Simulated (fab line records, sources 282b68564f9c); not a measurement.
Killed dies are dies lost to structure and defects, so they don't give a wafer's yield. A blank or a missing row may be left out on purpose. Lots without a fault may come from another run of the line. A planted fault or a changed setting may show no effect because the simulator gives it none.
A struck lot beside a sound one | flow rit_cmos | 28 steps out of a route of 202
Sound: wafers L149.1, L149.2, L149.4. Struck: wafers L157.2, L157.3, L157.4. The cause comes at the end.
At each step with rows: each side's tool, then ch and its chambers, then its first start. Under that, the readings that differ: sound wafers | struck wafers | difference of the means | sigmas: that difference in standard deviations of wafers without a fault.
alike: readings whose means differ by less than 2 such deviations, and words and numbers that are the same on both sides. not compared: withheld readings, readings that some wafer has no value for, bounds like >300 that may hide the same value, and numbers for which the record gives no deviation and whose values overlap.
The two part at a step that has a row with sigmas, a row that says differs or no value, or rows on one side only. Numbers that don't overlap but have no deviation are shown without sigmas and don't part them. A reading that every wafer of one side lacks parts them only if that side has two wafers or more.

RIT_ACTIVE_BOW_MEAS_00:
  sound on film_metro-04, day 1 10:00; struck on film_metro-03, day 3 02:01
  alike: INCOMING_BOW
RIT_ACTIVE_OXIDATION_01: target thk 46.8 nm, ox time 3360 s.
  sound on furnace-04 ch 0, day 1 13:37; struck on furnace-04 ch 0, day 3 03:25
  reading                                       | sound             | struck            | difference | sigmas
  model.SiO2_of_ACTIVE_OXIDATION_01.thk_nm (nm) | 46.15 47.48 45.95 | 41.38 42.07 41.72 | -4.80      |
  alike: ox_temp_c
RIT_ACTIVE_THK_MEAS_02:
  sound on film_metro-03, day 1 15:34; struck on film_metro-03, day 3 05:22
  reading               | sound          | struck         | difference | sigmas
  ACTIVE_OXIDE_THK (nm) | 46.2 47.5 46.0 | 41.4 42.1 41.7 | -4.8       | -5
then, 1 step without rows for these wafers: RIT_ACTIVE_CVD_03 (deposits Si3N4 from SiH2Cl2/NH3, target thk 150 nm, time 1500 s).
RIT_ACTIVE_THK_MEAS_04:
  sound on film_metro-03, day 1 17:02; struck on film_metro-03, day 3 08:37
  alike: ACTIVE_NITRIDE_THK
then, 6 steps without rows for these wafers: RIT_ACTIVE_HMDS_05 (prime time 60 s); RIT_ACTIVE_COAT_06 (resist thk 1000 nm); RIT_ACTIVE_SOFTBAKE_07 (time 60 s); RIT_ACTIVE_EXPOSE_08 (exposes mask M1, target cd 1400 nm); RIT_ACTIVE_PEB_09; RIT_ACTIVE_DEVELOP_10 (develop time 50 s).
RIT_ACTIVE_CD_MEAS_11: target cd 1400 nm.
  sound on cd_sem-02, day 1 18:04; struck on cd_sem-02, day 3 09:40
  reading    | sound                | struck               | difference | sigmas
  cd_nm (nm) | 1395.5 1396.7 1393.6 | 1401.9 1401.6 1401.8 | +6.5       | +3
then, 1 step without rows for these wafers: RIT_ACTIVE_HARDBAKE_12 (time 60 s).
RIT_ACTIVE_ETCH_13: etches Si3N4 in SF6, stops on SiO2, time 210 s, target depth 210 nm.
  sound on rie_diel-04 ch 2,3, day 1 18:20; struck on rie_diel-04 ch 0,2,3, day 3 10:13
  alike: drypump_motor_current_A, oes_product_au, throttle_valve_pct
  not compared: rf_hours_counter_h
RIT_ACTIVE_STRIP_14: strips in O2, time 180 s.
  sound on plasma_asher-04 ch 0,1, day 1 18:28; struck on plasma_asher-03 ch 0,1, day 3 10:20
  alike: drypump_motor_current_A
  not compared: rf_hours_counter_h
RIT_ACTIVE_CD_MEAS_90: target cd 1400 nm.
  sound on cd_sem-01, day 1 18:39; struck on cd_sem-02, day 3 10:32
  reading    | sound                | struck               | difference | sigmas
  cd_nm (nm) | 1395.1 1396.7 1394.0 | 1402.3 1401.7 1401.3 | +6.5       | +3
then, 4 steps without rows for these wafers: RIT_ACTIVE_CLEAN_15 (cleans in SC1, time 600 s); RIT_ACTIVE_CLEAN_16 (cleans in dHF, time 30 s); RIT_ACTIVE_CLEAN_17 (cleans in SC2, time 600 s); RIT_FOX1_OXIDATION_00 (target thk 350.7 nm, ox time 1130 s).
RIT_FOX1_THK_MEAS_01:
  sound on film_metro-04, day 1 23:35; struck on film_metro-04, day 3 13:04
  reading             | sound       | struck      | difference | sigmas
  FOX1_OXIDE_THK (nm) | 357 353 354 | 339 339 340 | -15        | -3
then, 2 steps without rows for these wafers: RIT_FOX1_WET_ETCH_02 (etches SiO2 in BOE, target depth 350 nm, time 390 s); RIT_FOX2_OXIDATION_00 (target thk 350.7 nm, ox time 1130 s).
RIT_FOX2_THK_MEAS_01:
  sound on film_metro-01, day 2 04:29; struck on film_metro-01, day 3 16:18
  alike: FOX2_OXIDE_THK
then, 1 step without rows for these wafers: RIT_FOX2_CLEAN_02 (cleans in dHF, time 180 s).
RIT_FOX2_WET_ETCH_03: etches Si3N4 in H3PO4, target depth 195 nm, time 2700 s.
  sound on wet_bench-01 ch 2, day 2 04:36; struck on wet_bench-02 ch 3, day 3 16:25
  reading                                       | sound             | struck         | difference | sigmas
  model.SiO2_of_ACTIVE_OXIDATION_01.thk_nm (nm) | 41.16 42.36 40.99 | 36.71 37.35 37 | -4.48      |
RIT_FOX2_THK_MEAS_90:
  sound on film_metro-03, day 2 05:21; struck on film_metro-01, day 3 17:11
  alike: FIELD_OXIDE_LEFT_1_THK
RIT_M1_PROBE_99:
  sound on prober-01, day 4 05:34; struck on prober-01, day 5 09:57
  reading                             | sound             | struck            | difference | sigmas
  model.etest.pldd.width_nm (nm)      | 3177 3178 3193    | 3258 3230 3252    | +64        |
  model.etest.nldd.width_nm (nm)      | 3172 3176 3175    | 3226 3239 3243    | +62        |
  model.etest.pplus_sal.width_nm (nm) | 3451 3428 3456    | 3513 3500 3490    | +56        |
  model.etest.nplus_sal.width_nm (nm) | 3450 3439 3428    | 3504 3486 3486    | +53        |
  model.etest.nmos_narrow.drive_ua_um | 223.6 223.1 226.3 | 234.2 232.5 234.3 | +9.3       |
  model.etest.pmos_narrow.drive_ua_um | 101.4 102.5 104.2 | 106.1 106.5 106.5 | +3.7       |
  alike: killed_at_contacts, killed_at_front_end, killed_dies, killed_open, killed_short

WHERE THEY PART
First at RIT_ACTIVE_THK_MEAS_02; last, within this record, at RIT_FOX1_THK_MEAS_01. Later steps at which nothing parts them and some readings are alike: RIT_FOX2_THK_MEAS_01, RIT_FOX2_THK_MEAS_90, RIT_M1_PROBE_99.

WHY: what the simulator had put in
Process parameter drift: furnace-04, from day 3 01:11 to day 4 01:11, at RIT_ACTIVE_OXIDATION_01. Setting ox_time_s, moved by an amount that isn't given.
